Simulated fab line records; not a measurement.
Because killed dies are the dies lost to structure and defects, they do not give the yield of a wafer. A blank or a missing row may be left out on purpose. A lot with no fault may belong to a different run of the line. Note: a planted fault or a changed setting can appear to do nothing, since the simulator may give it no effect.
Split-lot trial + flow berkeley_cmos170 + 23 wafers read across 5 lots, on a route 331 steps long

THE SPLIT
At UCB170_M3_METAL_ETCH_18 (etches Al in Cl2/BCl3, stops on SiO2, target depth 1170 nm, time 195 s), the setting icp_w was moved away from the recipe's 600 W on 7 of the 23 wafers read, by -10.7% to -6.4%. All remaining wafers had this setting at the recipe value.

No step appears in the file between the split and the reading.

THE READING
oes_product_au, in a.u., at UCB170_M3_STRIP_19 (strips in O2). On this fab line, fault-free wafers typically give 0.530 a.u. with a standard deviation of 0.0088 a.u.

| wafer  | tool, chamber at the split | icp_w as run, W | against the recipe | oes_product_au, a.u. | against lot-mates on the recipe |
|--------|----------------------------|-----------------|--------------------|----------------------|---------------------------------|
| L077.1 | rie_metal-04, 1            | 561.6           | -6.4%              | 0.561                | +0.038                          |
| L077.2 | rie_metal-04, 0            | 600             | recipe             | 0.531                | -                               |
| L077.4 | rie_metal-04, 0            | 561.6           | -6.4%              | 0.566                | +0.043                          |
| L077.5 | rie_metal-04, 1            | 600             | recipe             | 0.515                | -                               |
| L077.6 | rie_metal-04, 0            | 561.6           | -6.4%              | 0.572                | +0.049                          |
| L076.1 | rie_metal-01, 1            | 600             | recipe             | 0.538                | -                               |
| L076.2 | rie_metal-01, 0            | 600             | recipe             | 0.520                | -                               |
| L076.3 | rie_metal-01, 0            | 600             | recipe             | 0.521                | -                               |
| L076.5 | rie_metal-01, 0            | 600             | recipe             | 0.517                | -                               |
| L076.6 | rie_metal-01, 1            | 600             | recipe             | 0.533                | -                               |
| L078.2 | rie_metal-02, 1            | 600             | recipe             | 0.539                | -                               |
| L078.3 | rie_metal-02, 1            | 600             | recipe             | 0.529                | -                               |
| L078.4 | rie_metal-02, 0            | 600             | recipe             | 0.541                | -                               |
| L078.5 | rie_metal-02, 0            | 553.1           | -7.8%              | 0.584                | +0.048                          |
| L078.6 | rie_metal-02, 1            | 553.1           | -7.8%              | 0.581                | +0.045                          |
| L081.2 | rie_metal-04, 0            | 535.7           | -10.7%             | 0.605                | +0.079                          |
| L081.3 | rie_metal-04, 0            | 600             | recipe             | 0.530                | -                               |
| L081.4 | rie_metal-04, 1            | 535.7           | -10.7%             | 0.580                | +0.054                          |
| L081.5 | rie_metal-04, 1            | 600             | recipe             | 0.515                | -                               |
| L081.6 | rie_metal-04, 0            | 600             | recipe             | 0.534                | -                               |
| L084.3 | rie_metal-04, 0            | 600             | recipe             | 0.544                | -                               |
| L084.5 | rie_metal-04, 0            | 600             | recipe             | 0.534                | -                               |
| L084.6 | rie_metal-04, 1            | 600             | recipe             | 0.524                | -                               |

FIT RESULTS
A straight line over all 23 wafers: oes_product_au changes by -0.00613 a.u. for each +1% of icp_w; r = -0.94; the points scatter about the line by 0.0092 a.u.
The same after taking each lot's own level away (the mean of its wafers on the recipe; 23 wafers): -0.00624 a.u. for each +1%; r = -0.95; scatter 0.0081 a.u.
According to that fit, moving icp_w by its largest amount changes the reading by 0.067 a.u.
The span of the lots' own levels, 0.5230 to 0.5363 a.u., comes to 1.5 times the standard deviation stated above.
So the lot-to-lot level changes the slope little: the two slopes agree.
Check: +0.0632 a.u. against its lot-mates is what the line predicts for one of the wafers moved furthest among these (-10.7%) when that wafer is left out of the fit. It came out at +0.0787 a.u. against them.

OTHER SPLITS APPLIED TO THESE WAFERS
Other splits were also applied to these wafers ahead of the reading. Each is held against what the fit with the lots' levels taken away leaves over:
| other split on the same wafers      | wafers away from the commonest value | r with oes_product_au (lot level and that fit taken away) |
|-------------------------------------|--------------------------------------|-----------------------------------------------------------|
| UCB170_CONTACT_PEB_13 peb_temp_c    | 7                                    | -0.03                                                     |
| UCB170_M1_SPUTTER_00 power_w        | 11                                   | -0.02                                                     |
| UCB170_M1_METAL_ETCH_12 icp_w       | 5                                    | -0.13                                                     |
| UCB170_M2_COAT_10 resist_thk_nm     | 4                                    | +0.03                                                     |
| UCB170_V2_CMP_02 leave_above_ref_nm | 4                                    | -0.35                                                     |
| UCB170_V2_ETCH_14 time_s            | 4                                    | -0.07                                                     |

THE WHOLE CHAIN: every reading that the file lists as answering this split, in the file's order
| step                    | what it does                                                           | reading                                                                   | change (the file's fit)                   | r (the file's) |
|-------------------------|------------------------------------------------------------------------|---------------------------------------------------------------------------|-------------------------------------------|----------------|
| UCB170_M3_METAL_ETCH_18 | etches Al in Cl2/BCl3, stops on SiO2, target depth 1170 nm, time 195 s | KrF_of_M3_COAT_10.thk_nm (the simulator's own value, which no gauge read) | -5.92 nm for each +1% of the setting      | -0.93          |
| UCB170_M3_STRIP_19      | strips in O2                                                           | oes_product_au                                                            | -0.00619 a.u. for each +1% of the setting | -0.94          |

FILE'S OWN FIT
oes_product_au changes by -0.00619 a.u. for each +1% of icp_w, r = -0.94.
